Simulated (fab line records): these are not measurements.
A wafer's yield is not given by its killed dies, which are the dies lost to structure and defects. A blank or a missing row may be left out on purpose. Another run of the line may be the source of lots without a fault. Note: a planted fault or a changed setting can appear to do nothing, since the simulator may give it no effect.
Which tool is to blame? | flow berkeley cmos170 | Sampling: 14 lots, 42 wafers, 5 of 331 route steps

== WHAT EACH GAUGE READ, for each wafer ==
UCB170_PWELL_THK_MEAS_03. Usual: PWELL_OXIDE_THK gives 26.4 nm (standard deviation 0.45).
lot  | measured    | on            | PWELL_OXIDE_THK (nm) | flag
L821 | day 2 23:46 | film metro-02 | 26.6 26.6 26.0       |
L824 | day 3 15:59 | film metro-02 | 26.0 26.3 26.3       |
L825 | day 3 15:59 | film metro-03 | 26.6 26.3 26.4       |
L826 | day 4 00:31 | film metro-03 | 26.8 26.6 26.6       |
L827 | day 4 12:56 | film metro-03 | 26.6 26.4 26.9       |
L829 | day 4 12:56 | film metro-04 | 26.5 26.3 26.0       |
L830 | day 4 20:47 | film metro-02 | 26.0 25.8 25.6       |
L833 | day 5 06:43 | film metro-04 | 25.3 25.3 25.1       |
L834 | day 5 16:10 | film metro-03 | 26.2 26.2 26.3       |
L835 | day 5 23:08 | film metro-04 | 26.2 26.9 26.5       |
L836 | day 6 04:50 | film metro-04 | 26.1 26.0 26.2       |
L837 | day 6 04:51 | film metro-02 | 26.4 26.6 26.6       |
L841 | day 7 04:38 | film metro-02 | 26.2 26.3 26.3       |
L844 | day 7 19:18 | film metro-03 | 26.8 26.1 26.6       |

UCB170_GATE_CD_MEAS_90 targets a cd of 350 nm. Usual: cd nm reads 349.8 nm (standard deviation 1.8).
lot  | measured     | on        | cd nm (nm)        | flag
L821 | day 7 06:05  | cd sem-01 | 348.0 346.2 347.7 |
L824 | day 7 19:25  | cd sem-02 | 348.3 345.3 348.2 |
L825 | day 7 19:10  | cd sem-02 | 350.0 350.8 349.6 |
L826 | day 7 19:33  | cd sem-02 | 348.5 349.5 349.2 |
L827 | day 8 21:02  | cd sem-02 | 349.1 349.8 348.2 |
L829 | day 8 20:17  | cd sem-02 | 349.5 349.9 349.9 |
L830 | day 8 20:41  | cd sem-01 | 349.5 348.2 350.6 |
L833 | day 9 04:34  | cd sem-02 | 351.2 352.2 352.8 |
L834 | day 9 20:37  | cd sem-02 | 350.1 351.9 351.9 |
L835 | day 10 04:24 | cd sem-01 | 348.4 348.1 347.5 |
L836 | day 10 11:11 | cd sem-01 | 348.9 348.5 347.5 |
L837 | day 10 10:58 | cd sem-02 | 350.3 350.8 351.7 |
L841 | day 11 16:56 | cd sem-02 | 349.4 348.8 348.9 |
L844 | day 12 01:55 | cd sem-02 | 353.9 355.4 353.5 |

UCB170_M1_RS_MEAS_01: uses a four-point probe to measure. Usual: M1_AL_RS gives 0.0487 ohm/sq (standard deviation 0.00055).
lot  | measured     | on            | M1_AL_RS (ohm/sq)    | flag
L821 | day 8 07:26  | film metro-03 | 0.0485 0.0489 0.0481 |
L824 | day 8 22:25  | film metro-03 | 0.0489 0.0485 0.0489 |
L825 | day 8 17:10  | film metro-01 | 0.0491 0.0491 0.0491 |
L826 | day 8 17:29  | film metro-04 | 0.0482 0.0482 0.0484 |
L827 | day 9 20:58  | film metro-01 | 0.0486 0.0487 0.0488 |
L829 | day 9 18:39  | film metro-03 | 0.0480 0.0480 0.0478 |
L830 | day 9 20:50  | film metro-04 | 0.0500 0.0501 0.0500 |
L833 | day 10 00:51 | film metro-03 | 0.0484 0.0482 0.0485 |
L834 | day 10 21:38 | film metro-01 | 0.0487 0.0483 0.0486 |
L835 | day 11 02:05 | film metro-04 | 0.0478 0.0485 0.0481 |
L836 | day 11 09:36 | film metro-03 | 0.0486 0.0490 0.0488 |
L837 | day 11 10:10 | film metro-03 | 0.0481 0.0479 0.0482 |
L841 | day 12 18:27 | film metro-03 | 0.0634 0.0633 0.0639 | OFF
L844 | day 12 21:55 | film metro-03 | 0.0633 0.0629 0.0627 | OFF

UCB170_M1_THK_MEAS_02: measures by xrf. Usual: M1_AL_THK gives 606 nm (standard deviation 6.6).
lot  | measured     | on            | M1_AL_THK (nm) | flag
L821 | day 8 07:34  | film metro-03 | 610 603 613    |
L824 | day 8 22:32  | film metro-03 | 604 608 603    |
L825 | day 8 17:17  | film metro-01 | 607 606 605    |
L826 | day 8 17:35  | film metro-04 | 610 610 612    |
L827 | day 9 21:05  | film metro-01 | 608 609 608    |
L829 | day 9 18:46  | film metro-03 | 610 610 616    |
L830 | day 9 20:57  | film metro-04 | 592 591 593    |
L833 | day 10 00:58 | film metro-03 | 613 611 610    |
L834 | day 10 21:44 | film metro-01 | 609 612 607    |
L835 | day 11 02:12 | film metro-04 | 613 602 607    |
L836 | day 11 09:43 | film metro-03 | 605 600 599    |
L837 | day 11 10:17 | film metro-03 | 610 613 606    |
L841 | day 12 18:34 | film metro-03 | 471 469 462    | OFF
L844 | day 12 22:02 | film metro-03 | 468 471 476    | OFF

== WHAT TOOL EACH LOT RAN ON (gives the tool, then ch and the chambers of the sampled wafers, and finally the start) ==
lot  | UCB170_M1_SPUTTER_00
L821 | pvd sputter-04, day 8 07:23
L824 | pvd sputter-03, day 8 22:21
L825 | pvd sputter-01, day 8 17:06
L826 | pvd sputter-03, day 8 17:24
L827 | pvd sputter-03, day 9 20:53
L829 | pvd sputter-03, day 9 18:34
L830 | pvd sputter-01, day 9 20:46
L833 | pvd sputter-03, day 10 00:47
L834 | pvd sputter-01, day 10 21:33
L835 | pvd sputter-03, day 11 02:01
L836 | pvd sputter-03, day 11 09:32
L837 | pvd sputter-04, day 11 10:05
L841 | pvd sputter-03, day 12 18:23
L844 | pvd sputter-03, day 12 21:51
- UCB170_M1_SPUTTER_00: material Al, target thk 600 nm, time 80 s.

== WHAT THE TOOLS THEMSELVES READ (means of the sampled wafers that have a number; where no wafer has one, the mark that the record gives instead) ==
UCB170_M1_SPUTTER_00. Usual: throttle valve pct reads 30.0 % (standard deviation 1.4).
lot  | tool           | throttle valve pct (%) | flag
L821 | pvd sputter-04 | 30.7                   |
L824 | pvd sputter-03 | 29.0                   |
L825 | pvd sputter-01 | 28.4                   |
L826 | pvd sputter-03 | 30.2                   |
L827 | pvd sputter-03 | 29.7                   |
L829 | pvd sputter-03 | 29.9                   |
L830 | pvd sputter-01 | 28.5                   |
L833 | pvd sputter-03 | 29.2                   |
L834 | pvd sputter-01 | 28.2                   |
L835 | pvd sputter-03 | 30.4                   |
L836 | pvd sputter-03 | 29.9                   |
L837 | pvd sputter-04 | 31.7                   |
L841 | pvd sputter-03 | 29.6                   |
L844 | pvd sputter-03 | 29.9                   |

== THE ANSWER, worked out from the rows above alone ==
Rule: lot off if the mean of its wafers having a number is beyond 3 standard deviations from the usual mean. A lot without any number at a reading at which 4 lots or more have one is off too. All remaining lots with rows at the step are treated as sound. First the gauges in route order, then the tools' own readings, where a lot's mean is used as printed above. At the first step where some lot is off, the reading lying furthest off is the one used; lots without a number count as furthest.
Off: L841, L844, seen at UCB170_M1_RS_MEAS_01 (M1_AL_RS).
If a tool, at a process step before that reading, ran all the lots that are off and no sound lot after the first of them, it fits. Those tools and the gauges at UCB170_M1_RS_MEAS_01 are tried in the same way. 2 tools fit, pvd sputter-03 at UCB170_M1_SPUTTER_00 and film metro-03 at UCB170_M1_RS_MEAS_01, so this cannot tell which one it is.

== WHAT WAS PUT IN BY THE SIMULATOR ==
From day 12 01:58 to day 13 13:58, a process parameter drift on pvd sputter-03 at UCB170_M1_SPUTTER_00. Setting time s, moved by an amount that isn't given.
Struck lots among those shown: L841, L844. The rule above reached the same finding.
